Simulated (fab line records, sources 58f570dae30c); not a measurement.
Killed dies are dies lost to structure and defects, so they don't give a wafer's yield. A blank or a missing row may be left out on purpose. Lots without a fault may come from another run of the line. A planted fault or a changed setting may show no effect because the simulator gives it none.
Split-lot experiment | flow berkeley_cmos170 | 5 lots, 23 wafers read, on a route of 331 steps

THE SPLIT
At UCB170_V2_EXPOSE_09 (exposes mask VIA2, target cd 700 nm), the setting dose_mj was moved away from the recipe's 37 on 9 of the 23 wafers read, by -4.1% to +2.8%. The other wafers ran this setting at the recipe's value.

FROM THE SPLIT TO THE READING: what the file shows between them, 5 steps
- UCB170_V2_PEB_10
- UCB170_V2_DEVELOP_11: develop time 45 s
- UCB170_V2_CD_MEAS_12: target cd 700 nm
- UCB170_V2_ETCH_14: etches SiO2 in CHF3/CF4/Ar, stops on Al, target depth 1250 nm, time 291 s
- UCB170_V2_STRIP_15: strips in O2

THE READING
cd_nm, in nm, at UCB170_V2_CD_MEAS_90 (target cd 700 nm). Fault-free wafers of this fab line usually give 698.9 nm, standard deviation 1.4 nm.

wafer  | tool, chamber at the split | dose_mj as run | against the recipe | cd_nm, nm | against lot-mates on the recipe
L076.1 | krf_scanner-01, 0          | 38.05          | +2.8%              | 702.4     | +3.2
L076.2 | krf_scanner-01, 0          | 37             | recipe             | 699.8     | -
L076.3 | krf_scanner-01, 0          | 37             | recipe             | 698.6     | -
L076.4 | krf_scanner-01, 0          | 37             | recipe             | 699.3     | -
L076.5 | krf_scanner-01, 0          | 38.05          | +2.8%              | 701.9     | +2.7
L078.2 | krf_scanner-02, 0          | 37             | recipe             | 699.8     | -
L078.3 | krf_scanner-02, 0          | 37             | recipe             | 700.4     | -
L078.4 | krf_scanner-02, 0          | 35.7           | -3.5%              | 692.8     | -7.3
L078.5 | krf_scanner-02, 0          | 35.7           | -3.5%              | 694.1     | -6.0
L078.6 | krf_scanner-02, 0          | 35.7           | -3.5%              | 694.4     | -5.7
L079.1 | krf_scanner-02, 0          | 37             | recipe             | 697.6     | -
L079.2 | krf_scanner-02, 0          | 37             | recipe             | 698.2     | -
L079.4 | krf_scanner-02, 0          | 35.48          | -4.1%              | 689.5     | -7.8
L079.5 | krf_scanner-02, 0          | 35.48          | -4.1%              | 689.6     | -7.7
L079.6 | krf_scanner-02, 0          | 37             | recipe             | 696.2     | -
L080.1 | krf_scanner-02, 0          | 37             | recipe             | 697.6     | -
L080.2 | krf_scanner-02, 0          | 37.92          | +2.5%              | 702.4     | +4.8
L080.3 | krf_scanner-02, 0          | 37.92          | +2.5%              | 702.6     | +5.0
L080.5 | krf_scanner-02, 0          | 37             | recipe             | 697.7     | -
L080.6 | krf_scanner-02, 0          | 37             | recipe             | 697.6     | -
L082.2 | krf_scanner-02, 0          | 37             | recipe             | 700.7     | -
L082.4 | krf_scanner-02, 0          | 37             | recipe             | 700.7     | -
L082.6 | krf_scanner-02, 0          | 37             | recipe             | 701.9     | -

THE FIT
A straight line over all 23 wafers: cd_nm changes by +1.67 nm for each +1% of dose_mj; r = +0.91; the points scatter about the line by 1.6 nm.
The same after taking each lot's own level away (the mean of its wafers on the recipe; 23 wafers): +1.71 nm for each +1%; r = +0.98; scatter 0.82 nm.
On that fit, the largest move of dose_mj shifts the reading by 7 nm.
The lots' own levels span 697.33 to 701.10 nm, that is 2.7 times the standard deviation above.
So the lot-to-lot level changes the slope little: the two slopes agree.
Check: with one of the wafers moved furthest among these (-4.1%) left out of the fit, the line predicts -7.11 nm for it against its lot-mates. It came out at -7.83 nm against them.

OTHER SPLITS ON THESE WAFERS
These wafers also went through other splits before the reading. Each is held against what the fit with the lots' levels taken away leaves over:
other split on the same wafers   | wafers away from the commonest value | r with cd_nm (lot level and that fit taken away)
UCB170_CONTACT_PEB_13 peb_temp_c | 10                                   | -0.05
UCB170_M1_COAT_04 spin_rpm       | 8                                    | +0.38
UCB170_M2_PEB_13 peb_temp_c      | 10                                   | -0.17
UCB170_M2_ETCH_17 bias_w         | 5                                    | -0.10

THE WHOLE CHAIN: every reading that the file lists as answering this split, in the file's order
step                 | what it does                                                              | reading                                                   | change (the file's fit)              | r (the file's)
UCB170_V2_CD_MEAS_12 | target cd 700 nm                                                          | cd_nm                                                     | +1.77 nm for each +1% of the setting | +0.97
UCB170_V2_ETCH_14    | etches SiO2 in CHF3/CF4/Ar, stops on Al, target depth 1250 nm, time 291 s | V2.cd_nm (the simulator's own value, which no gauge read) | +1.8 nm for each +1% of the setting  | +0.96
UCB170_V2_CD_MEAS_90 | target cd 700 nm                                                          | cd_nm                                                     | +1.72 nm for each +1% of the setting | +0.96

THE FILE'S OWN FIT
cd_nm changes by +1.72 nm for each +1% of dose_mj, r = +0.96.
